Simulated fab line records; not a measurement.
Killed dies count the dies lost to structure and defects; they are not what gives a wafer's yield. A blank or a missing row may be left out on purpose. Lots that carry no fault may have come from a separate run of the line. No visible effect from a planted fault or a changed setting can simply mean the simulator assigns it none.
Matching of chambers / flow berkeley-cmos170 / rie-diel-01 running UCB170_ACTIVE_ETCH_15: 4 sister chambers
The step etches Si3N4 in CH3F/Ar/O2, stops on SiO2, target depth 242 nm, time 151 s. 14 wafers are shown with their chamber, then 7 later ones without.

== EACH WAFER AND ITS CHAMBER ==
wafer=L227.1; chamber=3; drypump-motor-current-A (A)=5.1; throttle-valve-pct (%)=8.18; oes-product-au (a.u.)=0.956
wafer=L227.5; chamber=1; drypump-motor-current-A (A)=4.9; throttle-valve-pct (%)=7.86; oes-product-au (a.u.)=0.950
wafer=L227.6; chamber=0; drypump-motor-current-A (A)=6.4; throttle-valve-pct (%)=7.92; oes-product-au (a.u.)=0.921
wafer=L230.2; chamber=2; drypump-motor-current-A (A)=5.6; throttle-valve-pct (%)=8.07; oes-product-au (a.u.)=0.943
wafer=L230.3; chamber=1; drypump-motor-current-A (A)=4.8; throttle-valve-pct (%)=7.88; oes-product-au (a.u.)=0.950
wafer=L230.4; chamber=3; drypump-motor-current-A (A)=5.1; throttle-valve-pct (%)=8.17; oes-product-au (a.u.)=0.948
wafer=L233.1; chamber=1; drypump-motor-current-A (A)=4.9; throttle-valve-pct (%)=7.89; oes-product-au (a.u.)=0.960
wafer=L233.2; chamber=2; drypump-motor-current-A (A)=5.6; throttle-valve-pct (%)=8.04; oes-product-au (a.u.)=0.936
wafer=L233.5; chamber=2; drypump-motor-current-A (A)=5.6; throttle-valve-pct (%)=8.05; oes-product-au (a.u.)=0.934
wafer=L232.3; chamber=2; drypump-motor-current-A (A)=5.6; throttle-valve-pct (%)=8.05; oes-product-au (a.u.)=0.937
wafer=L232.4; chamber=0; drypump-motor-current-A (A)=6.4; throttle-valve-pct (%)=7.92; oes-product-au (a.u.)=0.918
wafer=L232.5; chamber=0; drypump-motor-current-A (A)=6.4; throttle-valve-pct (%)=7.93; oes-product-au (a.u.)=0.919
wafer=L239.1; chamber=0; drypump-motor-current-A (A)=6.4; throttle-valve-pct (%)=7.92; oes-product-au (a.u.)=0.903
wafer=L239.3; chamber=3; drypump-motor-current-A (A)=5.1; throttle-valve-pct (%)=8.20; oes-product-au (a.u.)=0.940

SIGNATURES (means of the wafers above)
reading=drypump-motor-current-A; chamber 0=6.400; chamber 1=4.867; chamber 2=5.600; chamber 3=5.100; scatter within a chamber=0.0258
reading=throttle-valve-pct; chamber 0=7.9225; chamber 1=7.8767; chamber 2=8.0525; chamber 3=8.1833; scatter within a chamber=0.0122
reading=oes-product-au; chamber 0=0.91525; chamber 1=0.95333; chamber 2=0.93750; chamber 3=0.94800; scatter within a chamber=0.00667
Rule: for a wafer and a chamber, the distance is found by dividing, reading by reading, the gap between the wafer's reading and the chamber's mean by the reading's scatter, squaring, summing and taking the root. The wafer belongs to the nearest chamber; if the next one is less than 2 further off, it can't be placed. The scatter: the root of (the sum of the squares of (reading less its chamber's mean) over the shown wafers, divided by (wafers less chambers)).

== WAFERS WITHOUT THEIR CHAMBER ==
wafer=L239.4; drypump-motor-current-A (A)=4.9; throttle-valve-pct (%)=7.88; oes-product-au (a.u.)=0.948
wafer=L244.1; drypump-motor-current-A (A)=5.6; throttle-valve-pct (%)=8.05; oes-product-au (a.u.)=0.918
wafer=L244.4; drypump-motor-current-A (A)=6.4; throttle-valve-pct (%)=7.92; oes-product-au (a.u.)=0.916
wafer=L244.5; drypump-motor-current-A (A)=6.4; throttle-valve-pct (%)=7.92; oes-product-au (a.u.)=0.909
wafer=L243.1; drypump-motor-current-A (A)=5.6; throttle-valve-pct (%)=8.05; oes-product-au (a.u.)=0.945
wafer=L243.5; drypump-motor-current-A (A)=6.4; throttle-valve-pct (%)=7.92; oes-product-au (a.u.)=0.919
wafer=L243.6; drypump-motor-current-A (A)=5.1; throttle-valve-pct (%)=8.19; oes-product-au (a.u.)=0.962

== WHICH CHAMBER EACH WENT THROUGH ==
wafer=L239.4; from the rows above=1; in truth=1
wafer=L244.1; from the rows above=2; in truth=2
wafer=L244.4; from the rows above=0; in truth=0
wafer=L244.5; from the rows above=0; in truth=0
wafer=L243.1; from the rows above=2; in truth=2
wafer=L243.5; from the rows above=0; in truth=0
wafer=L243.6; from the rows above=3; in truth=3
Correct placement for 7 of the 7. From these rows, 0 cannot be placed. Wrongly placed: 0.
